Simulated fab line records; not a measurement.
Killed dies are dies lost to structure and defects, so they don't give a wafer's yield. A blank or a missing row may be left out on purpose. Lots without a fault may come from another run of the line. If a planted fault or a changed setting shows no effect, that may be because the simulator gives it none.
Which tool is to blame? / flow rit cmos / Sampling: 14 lots, 42 wafers, 4 of 202 route steps

## WHAT THE GAUGES SHOWED, per wafer
RIT_PWELL_OVL_MEAS_06. Usual: PWELL_OVL gives -0.3 nm (standard deviation 1.3).
lot=L589; measured=day 1 22:35; on=overlay-02; PWELL_OVL (nm)=-2.4 -2.9 -1.4; flag=
lot=L590; measured=day 2 03:49; on=overlay-01; PWELL_OVL (nm)=0.5 -0.1 0.4; flag=
lot=L591; measured=day 2 07:52; on=overlay-02; PWELL_OVL (nm)=1.4 1.6 0.9; flag=
lot=L592; measured=day 2 13:07; on=overlay-01; PWELL_OVL (nm)=-0.5 -1.8 -1.0; flag=
lot=L593; measured=day 2 18:02; on=overlay-01; PWELL_OVL (nm)=0.1 -0.1 1.1; flag=
lot=L599; measured=day 4 00:32; on=overlay-02; PWELL_OVL (nm)=0.0 -1.1 0.3; flag=
lot=L601; measured=day 4 11:22; on=overlay-02; PWELL_OVL (nm)=-1.1 -0.7 -0.7; flag=
lot=L602; measured=day 4 16:02; on=overlay-02; PWELL_OVL (nm)=-1.4 -1.3 -1.8; flag=
lot=L603; measured=day 4 21:37; on=overlay-01; PWELL_OVL (nm)=2.2 1.5 -0.1; flag=
lot=L604; measured=day 5 02:58; on=overlay-01; PWELL_OVL (nm)=1.4 -2.6 -0.6; flag=
lot=L606; measured=day 5 12:53; on=overlay-01; PWELL_OVL (nm)=1.1 1.1 1.8; flag=
lot=L608; measured=day 5 21:38; on=overlay-02; PWELL_OVL (nm)=-0.4 0.2 1.2; flag=
lot=L609; measured=day 6 01:56; on=overlay-01; PWELL_OVL (nm)=0.5 2.1 1.5; flag=
lot=L610; measured=day 6 07:08; on=overlay-01; PWELL_OVL (nm)=-0.9 1.6 -1.5; flag=

RIT_GATE_CD_MEAS_16: target cd 150 nm. Usual: cd nm reads 149.6 nm (standard deviation 2.5).
lot=L589; measured=day 2 13:15; on=cd sem-01; cd nm (nm)=149.7 155.7 152.7; flag=
lot=L590; measured=day 2 17:43; on=cd sem-01; cd nm (nm)=147.6 150.4 150.0; flag=
lot=L591; measured=day 2 21:53; on=cd sem-01; cd nm (nm)=150.8 151.4 152.0; flag=
lot=L592; measured=day 3 03:12; on=cd sem-01; cd nm (nm)=147.0 146.7 148.2; flag=
lot=L593; measured=day 3 08:15; on=cd sem-01; cd nm (nm)=153.6 150.1 153.2; flag=
lot=L599; measured=day 4 14:58; on=cd sem-02; cd nm (nm)=149.0 147.5 149.2; flag=
lot=L601; measured=day 5 03:41; on=cd sem-01; cd nm (nm)=153.0 150.5 149.5; flag=
lot=L602; measured=day 5 09:52; on=cd sem-02; cd nm (nm)=150.8 150.4 149.4; flag=
lot=L603; measured=day 5 11:31; on=cd sem-02; cd nm (nm)=152.8 152.3 152.1; flag=
lot=L604; measured=day 5 17:02; on=cd sem-01; cd nm (nm)=149.3 153.0 151.2; flag=
lot=L606; measured=day 6 02:55; on=cd sem-01; cd nm (nm)=146.8 146.6 146.1; flag=
lot=L608; measured=day 6 12:20; on=cd sem-01; cd nm (nm)=153.0 153.3 152.8; flag=
lot=L609; measured=day 6 15:47; on=cd sem-02; cd nm (nm)=149.1 150.2 151.4; flag=
lot=L610; measured=day 6 22:17; on=cd sem-01; cd nm (nm)=151.2 152.5 151.9; flag=

RIT_M1_BOW_MEAS_16. Usual: M1_BOW gives 16 um (standard deviation 7).
lot=L589; measured=day 3 11:53; on=film metro-01; M1_BOW (um)=19 18 5; flag=
lot=L590; measured=day 3 14:14; on=film metro-02; M1_BOW (um)=26 13 20; flag=
lot=L591; measured=day 3 18:15; on=film metro-01; M1_BOW (um)=26 19 15; flag=
lot=L592; measured=day 3 23:47; on=film metro-01; M1_BOW (um)=11 17 16; flag=
lot=L593; measured=day 4 04:17; on=film metro-03; M1_BOW (um)=17 9 18; flag=
lot=L599; measured=day 5 11:24; on=film metro-02; M1_BOW (um)=25 25 24; flag=
lot=L601; measured=day 6 00:33; on=film metro-01; M1_BOW (um)=24 -2 9; flag=
lot=L602; measured=day 6 06:29; on=film metro-02; M1_BOW (um)=9 11 13; flag=
lot=L603; measured=day 6 08:40; on=film metro-01; M1_BOW (um)=27 14 9; flag=
lot=L604; measured=day 6 13:10; on=film metro-01; M1_BOW (um)=15 5 7; flag=
lot=L606; measured=day 6 23:02; on=film metro-02; M1_BOW (um)=15 23 15; flag=
lot=L608; measured=day 7 08:55; on=film metro-01; M1_BOW (um)=17 14 36; flag=
lot=L609; measured=day 7 12:07; on=film metro-01; M1_BOW (um)=13 1 7; flag=
lot=L610; measured=day 7 19:13; on=film metro-03; M1_BOW (um)=23 15 22; flag=

## WHAT TOOL EACH LOT RAN ON (gives the tool, then ch and the chambers of the sampled wafers, and finally the start)
lot=L589; RIT_SPACER_CVD_03=lpcvd-01 ch 0, day 2 22:53
lot=L590; RIT_SPACER_CVD_03=lpcvd-01 ch 1, day 3 01:10
lot=L591; RIT_SPACER_CVD_03=lpcvd-01 ch 0, day 3 04:55
lot=L592; RIT_SPACER_CVD_03=lpcvd-02 ch 0, day 3 10:34
lot=L593; RIT_SPACER_CVD_03=lpcvd-01 ch 0, day 3 15:13
lot=L599; RIT_SPACER_CVD_03=lpcvd-01 ch 1, day 4 22:11
lot=L601; RIT_SPACER_CVD_03=lpcvd-01 ch 1, day 5 11:31
lot=L602; RIT_SPACER_CVD_03=lpcvd-02 ch 0, day 5 16:58
lot=L603; RIT_SPACER_CVD_03=lpcvd-01 ch 0, day 5 19:02
lot=L604; RIT_SPACER_CVD_03=lpcvd-02 ch 0, day 6 00:21
lot=L606; RIT_SPACER_CVD_03=lpcvd-02 ch 0, day 6 10:01
lot=L608; RIT_SPACER_CVD_03=lpcvd-02 ch 0, day 6 19:49
lot=L609; RIT_SPACER_CVD_03=lpcvd-02 ch 0, day 6 22:56
lot=L610; RIT_SPACER_CVD_03=lpcvd-02 ch 0, day 7 06:26
- RIT_SPACER_CVD_03: deposits Si3N4 from SiH2Cl2/NH3, target thk 250 nm, time 3300 s.

## AS READ BY THE TOOLS THEMSELVES (means over the sampled wafers that have a number; for cases with no such wafer, the mark the record gives instead)
RIT_SPACER_CVD_03. Usual: pressure mtorr 300.1 mTorr, standard deviation 0.6; spike tc centre C 812.4 C, standard deviation 1.1; zone power load pct 21.0 %, standard deviation 0.56.
lot=L589; tool=lpcvd-01; pressure mtorr (mTorr)=300.5; spike tc centre C (C)=811.1; zone power load pct (%)=21.0; flag=
lot=L590; tool=lpcvd-01; pressure mtorr (mTorr)=300.4; spike tc centre C (C)=812.2; zone power load pct (%)=20.7; flag=
lot=L591; tool=lpcvd-01; pressure mtorr (mTorr)=300.3; spike tc centre C (C)=811.0; zone power load pct (%)=21.1; flag=
lot=L592; tool=lpcvd-02; pressure mtorr (mTorr)=300.0; spike tc centre C (C)=813.2; zone power load pct (%)=20.9; flag=
lot=L593; tool=lpcvd-01; pressure mtorr (mTorr)=299.4; spike tc centre C (C)=811.2; zone power load pct (%)=21.0; flag=
lot=L599; tool=lpcvd-01; pressure mtorr (mTorr)=299.2; spike tc centre C (C)=812.2; zone power load pct (%)=21.0; flag=
lot=L601; tool=lpcvd-01; pressure mtorr (mTorr)=299.8; spike tc centre C (C)=811.4; zone power load pct (%)=20.8; flag=
lot=L602; tool=lpcvd-02; pressure mtorr (mTorr)=299.8; spike tc centre C (C)=813.4; zone power load pct (%)=21.0; flag=
lot=L603; tool=lpcvd-01; pressure mtorr (mTorr)=299.2; spike tc centre C (C)=811.2; zone power load pct (%)=21.0; flag=
lot=L604; tool=lpcvd-02; pressure mtorr (mTorr)=300.5; spike tc centre C (C)=812.6; zone power load pct (%)=20.9; flag=
lot=L606; tool=lpcvd-02; pressure mtorr (mTorr)=300.4; spike tc centre C (C)=811.9; zone power load pct (%)=20.9; flag=
lot=L608; tool=lpcvd-02; pressure mtorr (mTorr)=299.9; spike tc centre C (C)=812.5; zone power load pct (%)=20.7; flag=
lot=L609; tool=lpcvd-02; pressure mtorr (mTorr)=299.4; spike tc centre C (C)=813.2; zone power load pct (%)=21.0; flag=
lot=L610; tool=lpcvd-02; pressure mtorr (mTorr)=300.4; spike tc centre C (C)=813.4; zone power load pct (%)=21.0; flag=

## THE ANSWER, worked out from the rows above alone
Rule: lot off if the mean of its wafers having a number is beyond 3 standard deviations from the usual mean. Also off: a lot with no number at a reading for which 4 or more lots have one. Where the step has rows for the other lots, those lots are counted as sound. After the gauges, taken in route order, come the tools' own readings; for these a lot's mean is taken, as printed above. At the first step where some lot is off, the reading lying furthest off is the one used; lots without a number count as furthest.
Nothing can be told from this: no lot is off at any reading shown.

## WHAT HAD BEEN PUT IN BY THE SIMULATOR
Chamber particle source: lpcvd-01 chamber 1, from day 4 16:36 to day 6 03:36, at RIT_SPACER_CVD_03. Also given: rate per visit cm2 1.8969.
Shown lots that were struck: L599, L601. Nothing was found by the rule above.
